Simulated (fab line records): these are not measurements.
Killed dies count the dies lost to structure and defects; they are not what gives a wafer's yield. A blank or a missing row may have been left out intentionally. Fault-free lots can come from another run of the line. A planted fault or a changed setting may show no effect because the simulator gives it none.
Comparing a struck lot with a sound one :: flow rit cmos :: 15 steps out of a route of 202
Sound: these wafers, L634.1, L634.2, L634.4. Struck: wafers L648.1, L648.5 (left out: L648.2, a lot-mate that was not struck); the cause follows at the end.
At each step with rows: each side's tool, then ch and its chambers, then its first start. Under that, the readings that differ: sound wafers :: struck wafers :: difference of the means :: sigmas: that difference in standard deviations of wafers without a fault.
alike: readings whose means differ by less than 2 such deviations, and words and numbers that are the same on both sides. not compared: withheld readings, readings that some wafer has no value for, bounds like >300 that may hide the same value, and numbers for which the record gives no deviation and whose values overlap.
A row with sigmas, a row that says differs or no value, or rows on one side alone: a step with any of these is where the two part. Numbers that have no deviation but don't overlap get no sigmas and don't part them. A reading that every wafer of one side lacks parts them only if that side has two wafers or more.

first, 1 step without rows for these wafers: RIT_NWELL_IMPLANT_08.
RIT_NWELL_STRIP_09: strips in O2, time 180 s.
  sound on plasma asher-04 ch 0,1, day 2 06:44; struck on plasma asher-04 ch 0,1, day 4 21:40
  alike: drypump motor current A, o2 flow sccm
  not compared: rf hours counter h
RIT_NWELL_TW_MEAS_10:
  sound on film metro-04 at day 2 06:55; struck on film metro-04 at day 4 21:50
  alike: NWELL_TW
then, 6 steps without rows for these wafers: RIT_PWELL_HMDS_00 (prime time 60 s); RIT_PWELL_COAT_01 (resist thk 1300 nm); RIT_PWELL_SOFTBAKE_02 (time 60 s); RIT_PWELL_EXPOSE_03 (exposes mask M3, target cd 43700 nm); RIT_PWELL_PEB_04; RIT_PWELL_DEVELOP_05 (develop time 68 s).
RIT_PWELL_OVL_MEAS_06:
  sound on overlay-02 at day 2 07:58; struck on overlay-01 at day 4 22:46
  alike: PWELL_OVL
then, 2 steps without rows for these wafers: RIT_PWELL_HARDBAKE_07 (time 120 s); RIT_PWELL_IMPLANT_08.
RIT_PWELL_STRIP_09: strips in O2, time 180 s.
  sound on plasma asher-03 ch 0,1, day 2 08:25; struck on plasma asher-03 ch 1, day 4 23:13
reading: o2 flow sccm (sccm)
sound: 4010 4012 4007
struck: 4790 4794
difference: +782
sigmas: +65
  alike: drypump motor current A
  not compared: rf hours counter h
RIT_PWELL_TW_MEAS_10:
  sound on film metro-04 at day 2 08:35; struck on film metro-01 at day 4 23:23
  alike: PWELL_TW
RIT_M1_PROBE_99:
  the record has rows for the struck wafers here (prober-01, day 6 15:31) and none for the sound ones

## WHERE THEY PART
Last at RIT_M1_PROBE_99 as far as this record goes, first at RIT_PWELL_STRIP_09.

WHY: what had been put in by the simulator
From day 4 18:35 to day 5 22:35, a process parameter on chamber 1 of plasma asher-03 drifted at RIT_PWELL_STRIP_09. From 4000, the setting o2 flow sccm moved by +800. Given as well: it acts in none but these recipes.
